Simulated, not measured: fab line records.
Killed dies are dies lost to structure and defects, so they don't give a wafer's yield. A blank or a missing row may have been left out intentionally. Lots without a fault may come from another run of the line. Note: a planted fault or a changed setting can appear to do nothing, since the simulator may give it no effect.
Struck lot and sound lot, side by side    flow ritCmos    27 steps out of a route of 202
Sound: the wafers L674.2, L674.3, L674.4. Struck: wafer L672.1 (L672.4, L672.6, from the same lot, were not struck and are left out); the cause is given at the end.
At each step with rows: each side's tool, then ch and its chambers, then its first start. Under that, the readings that differ: sound wafers    struck wafers    difference of the means    sigmas: that difference in standard deviations of wafers without a fault.
alike: same words and numbers on both sides, and readings whose means sit less than 2 such deviations apart. not compared: any withheld reading, any reading some wafer has no value for, any bound like >300 that may hide the same value, and any number with overlapping values for which the record gives no deviation.
The two part at a step that has a row with sigmas, a row that says differs or no value, or rows on one side only. Numbers that don't overlap but have no deviation are shown without sigmas and don't part them. A reading missing from all wafers of one side parts the sides only when that side holds two or more wafers.

first, 4 steps without rows for these wafers: RIT_CONTACT_SOFTBAKE_04 (time 60 s); RIT_CONTACT_EXPOSE_05 (exposes mask M11, target cd 1000 nm); RIT_CONTACT_PEB_06; RIT_CONTACT_DEVELOP_07 (develop time 120 s).
RIT_CONTACT_CD_MEAS_08 targets a cd of 1000 nm.
  struck on cdSem-02, day 6 03:35; sound on cdSem-01, day 6 13:32
  alike: cdNm
RIT_CONTACT_OVL_MEAS_09:
  struck on overlay-02, day 6 03:42; sound on overlay-02, day 6 13:38
  alike: CONTACT_OVL
then, 1 step without rows for these wafers: RIT_CONTACT_HARDBAKE_10 (time 60 s).
RIT_CONTACT_ETCH_11: etches SiO2 in CHF3/CF4/Ar, stops on TiSi2, target depth 480 nm, time 320 s.
  sound on rieDiel-04 ch 0,2, day 6 13:49; struck on rieDiel-04 ch 2, day 6 03:53
  alike: O2_flow_sccm, drypumpMotorCurrentA, oesProductAu, throttleValvePct
  not compared: rfHoursCounterH
RIT_CONTACT_STRIP_12: strips in O2, time 180 s.
  sound on plasmaAsher-03 ch 0,1, day 6 14:01; struck on plasmaAsher-04 ch 1, day 6 04:05
  alike: drypumpMotorCurrentA, o2FlowSccm
  not compared: rfHoursCounterH
RIT_CONTACT_CD_MEAS_90 targets a cd of 1000 nm.
  struck on cdSem-02, day 6 04:15; sound on cdSem-01, day 6 14:13
  alike: cdNm
then, 2 steps without rows for these wafers: RIT_CONTACT_CLEAN_13 (cleans in SC1, time 600 s); RIT_CONTACT_CLEAN_14 (cleans in SC2, time 600 s).
RIT_M1_SPUTTER_00: material Al, target thk 400 nm, time 500 s.
  struck on pvdSputter-03, day 6 04:43; sound on pvdSputter-02, day 6 14:41
reading                               sound              struck  difference  sigmas
model.Al_of_M1_SPUTTER_00.thkNm (nm)  414.2 413.6 412.2  512.8   +99.5       
  alike: cathodeDcPowerW, throttleValvePct
RIT_M1_RS_MEAS_01: the measuring method here is four-point-probe.
  struck on filmMetro-04, day 6 05:01; sound on filmMetro-02, day 6 14:59
reading            sound                 struck  difference  sigmas
M1_AL_RS (ohm/sq)  0.0708 0.0710 0.0711  0.0570  -0.0140     -19
RIT_M1_THK_MEAS_02: measures by xrf.
  struck on filmMetro-04, day 6 05:08; sound on filmMetro-02, day 6 15:06
reading         sound        struck  difference  sigmas
M1_AL_THK (nm)  418 416 414  514     +98         +23
then, 6 steps without rows for these wafers: RIT_M1_HMDS_03 (prime time 60 s); RIT_M1_COAT_04 (resist thk 1300 nm); RIT_M1_SOFTBAKE_05 (time 60 s); RIT_M1_EXPOSE_06 (exposes mask M12, target cd 2600 nm); RIT_M1_PEB_07; RIT_M1_DEVELOP_08 (develop time 68 s).
RIT_M1_CD_MEAS_09 targets a cd of 2600 nm.
  struck on cdSem-02, day 6 06:12; sound on cdSem-01, day 6 16:03
  alike: cdNm
RIT_M1_OVL_MEAS_10:
  struck on overlay-01, day 6 06:19; sound on overlay-02, day 6 16:10
  alike: M1_OVL
then, 1 step without rows for these wafers: RIT_M1_HARDBAKE_11 (time 120 s).
RIT_M1_METAL_ETCH_12: etches Al in Cl2/BCl3, stops on SiO2, time 165 s, target depth 600 nm.
  sound on rieMetal-01 ch 0,1, day 6 16:26; struck on rieMetal-02 ch 0, day 6 06:37
reading              sound              struck  difference  sigmas
oesProductAu (a.u.)  0.793 0.778 0.786  0.901   +0.115      +10
  alike: drypumpMotorCurrentA, throttleValvePct
  not compared: rfHoursCounterH
then, 1 step without rows for these wafers: RIT_M1_STRIP_13 (strips in nmp, time 600 s).
RIT_M1_PROBE_99:
  struck on prober-01, day 6 09:02; sound on prober-01, day 6 18:44
reading                                   sound                      struck     difference  sigmas
model.etest.m1CombOverSteps.leakLog10AUm  -12.79 -12.82 -12.88       -11.97     +0.86       
model.etest.m1.rsOhmSq                    0.07027 0.06984 0.07032    0.05673    -0.01341    
model.etest.antennaM1.vtShiftV (V)        -0.01233 -0.0149 -0.01241  -0.007809  +0.005404   
  alike: defectLimitedYield, killedAtContacts, killedAtFrontEnd, killedDies, killedOpen, killedShort

## WHERE THEY PART
First at RIT_M1_RS_MEAS_01; last, within this record, at RIT_M1_METAL_ETCH_12. Later steps at which nothing parts them and some readings are alike: RIT_M1_PROBE_99.

WHY: what had been put in by the simulator
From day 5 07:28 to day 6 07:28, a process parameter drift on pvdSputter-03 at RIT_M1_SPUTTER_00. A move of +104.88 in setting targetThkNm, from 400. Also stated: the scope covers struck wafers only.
